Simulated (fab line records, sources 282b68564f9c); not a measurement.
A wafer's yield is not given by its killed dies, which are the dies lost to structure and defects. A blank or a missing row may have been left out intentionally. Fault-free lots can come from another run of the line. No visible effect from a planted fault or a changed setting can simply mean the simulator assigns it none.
fab line records	flow ritCmos
record lots=13	wafers=39	lastDay=7
route steps=202 shown ACTIVE@14 NWELL@31 PWELL@49 NRETRO@62 PRETRO@70
lots with no fault: from the same line, run without faults
startH: the number of hours between the record's first day and the start of the first shown wafer of the lot	waitH: time in hours since the lot's previous step	" repeats the value in the row above	L1.1+2: a row that stands for several wafers	- value missing, or start not given	* or withheld: withheld	< > ~ a bound
route shown NAME@n: NAME is a module with steps in the file, n the number in the route of the first one	usual: mean/standard deviation of fault-free wafers	same: alike in all rows	chamber/n: place in a boat	sites: the reading at each site	_std_site: the values' standard deviation	_edge_site: outer sites' mean less inner sites'	radiusMm: how far each site lies from the wafer's centre	mask NAME#n: copy n	behind: the tool/chamber that last shaped the wafer	hold: cause of the lot's hold/its duration in hours/its outcome	device: the n, p or np transistor that did not switch	end of line: at the end of the route, the tests of the same wafers	a step with no rows: only its recipe	killed: at the first sort, the dies lost to defects and structure; wafer yield is something else	map: the dies of a wafer, with x for killed, . for not killed, _ for no die there
set.NAME: setting as actually run; set.NAME@STEP: the setting as run at that earlier step	model.NAME: the simulator's own value behind a step, which no gauge read
one table for each step of the route and one row for each wafer, over a sample of lots
services: the hour from which a tool's chamber was out of use, counted from the record's first day as startH (under 0 if before that day), plus the number of hours and why
## steps
# step RIT_ACTIVE_ETCH_13
# recipe stopOn=SiO2	chemistry=SF6	target=Si3N4	timeS=210	overEtchFrac=0.4238	SF6_flow_sccm=200	pressureMtorr=260	rfW=125	targetDepthA=2100
# usual chamberPressureMTorr=260.01/0.25	drypumpMotorCurrentA=5.8/0.5	oesProductAu=0.805/0.018	rfFwdPowerW=124.7/0.38	throttleValvePct=7.49/0.13
# same overEtchFrac=0.4238
lot.wafer	tool	chamber	startH	waitH	chamberPressureMTorr	drypumpMotorCurrentA	oesProductAu	rfFwdPowerW	rfHoursCounterH	throttleValvePct
L224.3	rieDiel-03	2	14.80	0.1	259.87	6.7	0.792	124.9	19	7.50
L224.4	"	3	"	"	260.46	6.5	0.776	125.3	97	7.33
L224.5	"	2	"	"	259.77	6.6	0.791	124.9	-	7.51
L227.2	rieDiel-04	2	31.55	0.1	260.01	5.6	0.793	124.5	102	7.68
L227.3	"	0	"	"	259.91	5.7	0.787	124.6	20	7.32
L227.5	"	0	"	"	260.15	5.7	0.791	124.1	-	7.32
L228.3	rieDiel-03	1	36.25	0.1	259.66	5.9	0.832	125.0	1	7.46
L228.4	"	0	"	"	259.84	5.7	0.787	124.8	43	7.68
L228.6	"	1	"	"	260.11	6.0	0.824	125.0	-	7.46
L229.1	rieDiel-04	1	40.54	0.1	259.52	5.1	0.825	124.7	6	7.56
L229.5	"	1	"	"	260.19	5.2	0.835	124.6	-	7.56
L229.6	"	2	"	"	259.72	5.6	0.796	124.2	-	7.66
L230.2	rieDiel-03	0	45.32	0.1	259.85	5.7	0.784	124.7	43	7.67
L230.3	"	3	"	"	260.47	6.5	0.794	125.0	98	7.32
L230.4	"	1	"	"	260.03	5.9	0.832	124.5	1	7.46
L231.2	rieDiel-04	3	50.77	0.1	260.19	5.2	0.818	124.5	70	7.57
L231.4	"	0	"	"	259.50	5.7	0.807	124.7	21	7.34
L231.5	"	2	"	"	260.35	5.6	0.804	124.4	-	7.68
L232.3	rieDiel-03	0	56.55	0.1	260.39	5.7	0.792	124.3	44	7.65
L232.4	"	2	"	"	259.86	6.6	0.789	124.1	20	7.52
L232.6	"	1	"	"	259.81	6.0	0.827	123.9	-	7.46
L235.1	rieDiel-01	0	70.24	0.1	259.54	6.5	0.800	124.6	72	7.23
L235.4	"	3	"	"	260.31	5.6	0.810	125.0	7	7.48
L235.6	"	3	"	"	260.21	5.6	0.819	125.1	-	7.49
L236.2	rieDiel-01	1	75.56	0.1	260.15	5.8	0.829	124.8	151	7.62
L236.4	"	0	"	"	260.12	6.5	0.800	125.3	72	7.22
L236.5	"	1	"	"	259.80	5.8	0.820	124.8	-	7.63
L243.2	rieDiel-04	1	109.78	0.1	260.25	5.2	0.836	124.5	8	7.56
L243.4	"	0	"	"	260.02	5.7	0.803	124.5	22	7.33
L243.6	"	2	"	"	260.20	5.5	0.804	125.7	-	7.66
L244.1	rieDiel-04	2	115.04	0.1	260.16	5.5	0.801	124.7	103	7.69
L244.2	"	0	"	"	260.33	5.7	0.805	125.0	22	7.32
L244.6	"	3	"	"	259.95	5.2	0.816	124.8	-	7.58
L246.2	rieDiel-03	1	125.11	0.1	260.22	5.9	0.829	124.9	3	7.46
L246.3	"	3	"	"	259.86	6.5	0.782	125.2	99	7.33
L246.4	"	2	"	"	260.06	6.6	0.784	124.5	22	7.51
L247.1	rieDiel-01	0	129.71	0.1	259.82	6.5	0.794	125.4	73	7.19
L247.2	"	1	"	"	260.01	5.8	0.819	124.5	152	7.62
L247.3	"	3	"	"	260.10	5.6	0.809	125.1	8	7.48
# step RIT_NWELL_EXPOSE_03
# recipe maskId=M2	na=0.57	targetCdNm=43900	doseMj=250
# usual focusOffsetNm=0.0/0.47
lot.wafer	tool	chamber	startH	waitH	mask	focusOffsetNm
L224.3	ilineStepper-01	0	25.73	0.3	M2#0	-0.1
L224.4	"	0	"	"	M2#0	0.5
L224.5	"	0	"	"	M2#0	-0.2
L227.2	ilineStepper-01	0	38.14	0.2	M2#0	0.5
L227.3	"	0	"	"	M2#0	-0.1
L227.5	"	0	"	"	M2#0	0.6
L228.3	ilineStepper-01	0	41.28	0.1	M2#0	-0.3
L228.4	"	0	"	"	M2#0	-0.3
L228.6	"	0	"	"	M2#0	0.2
L229.1	ilineStepper-02	0	45.65	0.2	M2#0	-0.1
L229.5	"	0	"	"	M2#0	0.4
L229.6	"	0	"	"	M2#0	1.3
L230.2	ilineStepper-02	0	52.08	0.1	M2#0	-0.1
L230.3	"	0	"	"	M2#0	-0.2
L230.4	"	0	"	"	M2#0	0.4
L231.2	ilineStepper-01	0	56.80	0.2	M2#0	-1.1
L231.4	"	0	"	"	M2#0	-0.4
L231.5	"	0	"	"	M2#0	-0.9
L232.3	ilineStepper-01	0	61.59	0.1	M2#0	0.5
L232.4	"	0	"	"	M2#0	0.3
L232.6	"	0	"	"	M2#0	-0.1
L235.1	ilineStepper-02	0	77.75	0.2	M2#0	0.1
L235.4	"	0	"	"	M2#0	0.1
L235.6	"	0	"	"	M2#0	-0.4
L236.2	ilineStepper-02	0	81.13	0.1	M3#0	0.3
L236.4	"	0	"	"	M3#0	-0.6
L236.5	"	0	"	"	M3#0	0.2
L243.2	ilineStepper-01	0	115.49	0.2	M2#0	0.2
L243.4	"	0	"	"	M2#0	0.9
L243.6	"	0	"	"	M2#0	0.4
L244.1	ilineStepper-02	0	121.00	0.2	M2#0	0.4
L244.2	"	0	"	"	M2#0	0.4
L244.6	"	0	"	"	M2#0	-0.7
L246.2	ilineStepper-01	0	130.18	0.1	M2#0	0.5
L246.3	"	0	"	"	M2#0	0.5
L246.4	"	0	"	"	M2#0	-0.4
L247.1	ilineStepper-01	0	134.78	0.1	M2#0	0.0
L247.2	"	0	"	"	M2#0	0.0
L247.3	"	0	"	"	M2#0	-0.2
# step RIT_NWELL_OVL_MEAS_06
# usual NWELL_OVL=1.6/1.4
lot.wafer	tool	chamber	startH	waitH	NWELL_OVL[nm]
L224.3	overlay-02	-	26.13	-	-0.1
L224.4	"	-	"	"	-2.2
L224.5	"	-	"	"	0.1
L227.2	overlay-02	-	38.56	-	1.5
L227.3	"	-	"	"	2.5
L227.5	"	-	"	"	2.2
L228.3	overlay-02	-	41.68	-	2.9
L228.4	"	-	"	"	2.6
L228.6	"	-	"	"	2.8
L229.1	overlay-02	-	46.28	-	4.6
L229.5	"	-	"	"	4.2
L229.6	"	-	"	"	4.1
L230.2	overlay-02	-	52.52	-	-0.2
L230.3	"	-	"	"	2.1
L230.4	"	-	"	"	1.3
L231.2	overlay-02	-	57.21	-	-0.3
L231.4	"	-	"	"	0.2
L231.5	"	-	"	"	-0.6
L232.3	overlay-02	-	62.00	-	2.0
L232.4	"	-	"	"	1.0
L232.6	"	-	"	"	-0.6
L235.1	overlay-02	-	78.18	-	0.4
L235.4	"	-	"	"	0.6
L235.6	"	-	"	"	2.5
L236.2	overlay-02	-	81.55	-	-
L236.4	"	-	"	"	-
L236.5	"	-	"	"	-
L243.2	overlay-01	-	115.91	-	1.4
L243.4	"	-	"	"	2.6
L243.6	"	-	"	"	3.8
L244.1	overlay-01	-	121.43	-	5.1
L244.2	"	-	"	"	1.7
L244.6	"	-	"	"	4.3
L246.2	overlay-02	-	130.60	-	0.7
L246.3	"	-	"	"	-0.1
L246.4	"	-	"	"	-0.5
L247.1	overlay-01	-	135.21	-	1.9
L247.2	"	-	"	"	2.0
L247.3	"	-	"	"	4.1
# step RIT_NWELL_TW_MEAS_10
# usual NWELL_TW=2178/19
lot.wafer	tool	chamber	startH	waitH	NWELL_TW
L224.3	filmMetro-04	-	26.75	0.1	2186
L224.4	"	-	"	"	2191
L224.5	"	-	"	"	2196
L227.2	filmMetro-02	-	39.18	0.1	2195
L227.3	"	-	"	"	2206
L227.5	"	-	"	"	2192
L228.3	filmMetro-02	-	42.30	0.1	2182
L228.4	"	-	"	"	2183
L228.6	"	-	"	"	2188
L229.1	filmMetro-03	-	46.95	0.1	2164
L229.5	"	-	"	"	2169
L229.6	"	-	"	"	2174
L230.2	filmMetro-04	-	53.13	0.1	2184
L230.3	"	-	"	"	2191
L230.4	"	-	"	"	2185
L231.2	filmMetro-02	-	57.83	0.1	2188
L231.4	"	-	"	"	2193
L231.5	"	-	"	"	2187
L232.3	filmMetro-03	-	62.68	0.1	2162
L232.4	"	-	"	"	2163
L232.6	"	-	"	"	2146
L235.1	filmMetro-03	-	78.79	0.1	2166
L235.4	"	-	"	"	2161
L235.6	"	-	"	"	2160
L236.2	filmMetro-03	-	82.16	0.1	30
L236.4	"	-	"	"	30
L236.5	"	-	"	"	30
L243.2	filmMetro-02	-	116.52	0.1	2179
L243.4	"	-	"	"	2184
L243.6	"	-	"	"	2164
L244.1	filmMetro-04	-	122.04	0.1	2191
L244.2	"	-	"	"	2182
L244.6	"	-	"	"	2192
L246.2	filmMetro-04	-	131.21	0.1	2192
L246.3	"	-	"	"	2179
L246.4	"	-	"	"	2190
L247.1	filmMetro-02	-	135.82	0.1	2159
L247.2	"	-	"	"	2169
L247.3	"	-	"	"	2169
# step RIT_PWELL_TW_MEAS_10
# usual PWELL_TW=958/8.3
lot.wafer	tool	chamber	startH	waitH	PWELL_TW
L224.3	filmMetro-04	-	28.59	0.1	971
L224.4	"	-	"	"	969
L224.5	"	-	"	"	969
L227.2	filmMetro-02	-	40.80	0.1	968
L227.3	"	-	"	"	963
L227.5	"	-	"	"	968
L228.3	filmMetro-03	-	43.85	0.1	958
L228.4	"	-	"	"	959
L228.6	"	-	"	"	959
L229.1	filmMetro-02	-	48.78	0.1	969
L229.5	"	-	"	"	973
L229.6	"	-	"	"	974
L230.2	filmMetro-04	-	54.81	0.1	966
L230.3	"	-	"	"	970
L230.4	"	-	"	"	965
L231.2	filmMetro-02	-	59.50	0.1	965
L231.4	"	-	"	"	964
L231.5	"	-	"	"	956
L232.3	filmMetro-03	-	64.48	0.1	948
L232.4	"	-	"	"	951
L232.6	"	-	"	"	945
L235.1	filmMetro-03	-	80.47	0.1	955
L235.4	"	-	"	"	953
L235.6	"	-	"	"	949
L236.2	filmMetro-03	-	83.94	0.1	2223
L236.4	"	-	"	"	2215
L236.5	"	-	"	"	2214
L243.2	filmMetro-03	-	118.20	0.1	944
L243.4	"	-	"	"	944
L243.6	"	-	"	"	946
L244.1	filmMetro-03	-	123.59	0.1	945
L244.2	"	-	"	"	943
L244.6	"	-	"	"	948
L246.2	filmMetro-02	-	132.87	0.1	959
L246.3	"	-	"	"	956
L246.4	"	-	"	"	951
L247.1	filmMetro-02	-	137.57	0.1	957
L247.2	"	-	"	"	964
L247.3	"	-	"	"	955
# step RIT_NRETRO_STRIP_09
# recipe chemistry=O2	timeS=180	resist=NOVOLAK	platenTempC=withheld	powerW=500	pressureMtorr=4000	o2FlowSccm=4000
# usual chamberPressureMTorr=4000/3.9	drypumpMotorCurrentA=5.6/0.44
lot.wafer	tool	chamber	startH	waitH	chamberPressureMTorr	drypumpMotorCurrentA	rfHoursCounterH
L224.3	plasmaAsher-02	0	35.48	0.1	4004	5.7	-
L224.4	"	1	"	"	4005	6.1	-
L224.5	"	1	"	"	4003	6.1	-
L227.2	plasmaAsher-01	1	47.49	0.1	3994	6.0	41
L227.3	"	1	"	"	3995	6.0	-
L227.5	"	1	"	"	3995	6.0	-
L228.3	plasmaAsher-02	0	50.66	0.1	4000	5.7	-
L228.4	"	1	"	"	3996	6.1	-
L228.6	"	0	"	"	4003	5.7	-
L229.1	plasmaAsher-02	1	55.47	0.1	4005	6.2	22
L229.5	"	0	"	"	4004	5.7	-
L229.6	"	1	"	"	4001	6.1	-
L230.2	plasmaAsher-02	0	61.50	0.1	3998	5.7	23
L230.3	"	0	"	"	4001	5.7	-
L230.4	"	1	"	"	4008	6.1	-
L231.2	plasmaAsher-01	1	66.19	0.1	3995	6.0	43
L231.4	"	0	"	"	4006	5.0	-
L231.5	"	1	"	"	4007	6.0	-
L232.3	plasmaAsher-04	0	71.35	0.1	3999	5.2	-
L232.4	"	1	"	"	4001	6.0	-
L232.6	"	1	"	"	4002	6.0	-
L235.1	plasmaAsher-02	0	87.17	0.1	4003	5.7	26
L235.4	"	1	"	"	3995	6.1	-
L235.6	"	0	"	"	3998	5.7	-
L236.2	plasmaAsher-02	1	91.16	0.1	3995	6.1	26
L236.4	"	1	"	"	4000	6.1	-
L236.5	"	0	"	"	3997	5.6	-
L243.2	plasmaAsher-01	0	125.55	0.1	3995	5.0	51
L243.4	"	0	"	"	3999	5.0	-
L243.6	"	0	"	"	4009	5.0	-
L244.1	plasmaAsher-04	0	130.32	0.1	3999	5.1	2
L244.2	"	1	"	"	4002	6.0	2
L244.6	"	1	"	"	4001	6.0	-
L246.2	plasmaAsher-04	0	140.33	0.1	4001	5.1	3
L246.3	"	0	"	"	4000	5.1	-
L246.4	"	1	"	"	3998	6.0	-
L247.1	plasmaAsher-01	0	144.27	0.1	4002	5.0	54
L247.2	"	1	"	"	4006	6.0	54
L247.3	"	1	"	"	4005	6.0	-
# step RIT_PRETRO_OVL_MEAS_06
# usual PRETRO_OVL=1.1/1.4
lot.wafer	tool	chamber	startH	waitH	PRETRO_OVL[nm]
L224.3	overlay-02	-	36.73	-	1.0
L224.4	"	-	"	"	0.5
L224.5	"	-	"	"	2.1
L227.2	overlay-02	-	48.77	-	2.9
L227.3	"	-	"	"	1.1
L227.5	"	-	"	"	0.9
L228.3	overlay-02	-	51.73	-	0.9
L228.4	"	-	"	"	0.4
L228.6	"	-	"	"	1.5
L229.1	overlay-02	-	56.60	-	1.5
L229.5	"	-	"	"	3.0
L229.6	"	-	"	"	2.8
L230.2	overlay-02	-	62.74	-	-0.5
L230.3	"	-	"	"	0.4
L230.4	"	-	"	"	1.6
L231.2	overlay-02	-	67.44	-	0.5
L231.4	"	-	"	"	2.9
L231.5	"	-	"	"	2.4
L232.3	overlay-02	-	72.54	-	0.3
L232.4	"	-	"	"	2.2
L232.6	"	-	"	"	0.7
L235.1	overlay-02	-	88.29	-	0.3
L235.4	"	-	"	"	0.3
L235.6	"	-	"	"	1.2
L236.2	overlay-01	-	92.41	-	1.7
L236.4	"	-	"	"	1.0
L236.5	"	-	"	"	1.0
L243.2	overlay-01	-	126.67	-	2.2
L243.4	"	-	"	"	2.6
L243.6	"	-	"	"	0.5
L244.1	overlay-02	-	131.43	-	2.2
L244.2	"	-	"	"	2.7
L244.6	"	-	"	"	1.0
L246.2	overlay-02	-	141.57	-	2.8
L246.3	"	-	"	"	0.9
L246.4	"	-	"	"	1.6
L247.1	overlay-01	-	145.38	-	3.0
L247.2	"	-	"	"	0.8
L247.3	"	-	"	"	0.5
## services
tool	chamber	startH	hours	kind
ilineStepper-02	-	-8.37	7.9	repair
rieDiel-03	2	-2.44	1.4	repair
ilineStepper-01	0	3.20	-	calibration
plasmaAsher-01	-	8.24	0.8	repair
ilineStepper-02	-	23.90	4.4	pm
ilineStepper-02	-	32.14	8.9	pm
ilineStepper-02	0	47.36	-	calibration
rieDiel-01	1	64.65	1.4	repair
rieDiel-04	-	68.26	2.8	pm
rieDiel-04	2	73.09	7.9	repair
rieDiel-01	-	82.53	0.4	repair
rieDiel-01	0	91.52	3.6	repair
plasmaAsher-02	-	92.79	55.8	repair
rieDiel-04	3	102.39	4.4	repair
plasmaAsher-04	-	108.92	9.0	pm
plasmaAsher-04	0	108.92	9.0	ventCycle
plasmaAsher-04	1	108.92	9.0	ventCycle
plasmaAsher-04	0	117.92	-	clean
plasmaAsher-04	1	117.92	-	clean
## key
firstSign step=RIT_NWELL_EXPOSE_03	reading=mask	direction=changed
effect step=RIT_NWELL_OVL_MEAS_06	reading=NWELL_OVL	direction=missing
effect step=RIT_NWELL_TW_MEAS_10	reading=NWELL_TW	direction=down	sigmas=99+	usual=2178	struck=30
effect step=RIT_PWELL_TW_MEAS_10	reading=PWELL_TW	direction=up	sigmas=99+	usual=958	struck=2217
metAt RIT_NWELL_EXPOSE_03
struckLots L236
sortLeftOut L236.2,L236.4,L236.5
testerLeftOut L236
notActingAt RIT_ACTIVE_ETCH_13,RIT_NRETRO_STRIP_09,RIT_PRETRO_OVL_MEAS_06
onsetBetween 77.75 81.13
fault kind=wrongMask	tool=any	chamber=-	onsetH=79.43	steps=RIT_NWELL_EXPOSE_03	auxCopy=M3#0	scope=struckLotsOnly
# testerLeftOut: of these lots the tester's yield and bins aren't shown, on N5 and GAA mostly nor the transistor test; their killed dies are dies lost to structure and defects alone, not to doping, threshold or leakage, so they don't give the yield
# sortLeftOut: the simulated sort isn't trusted on such a fault, so these wafers' sort isn't shown, and their yield isn't known
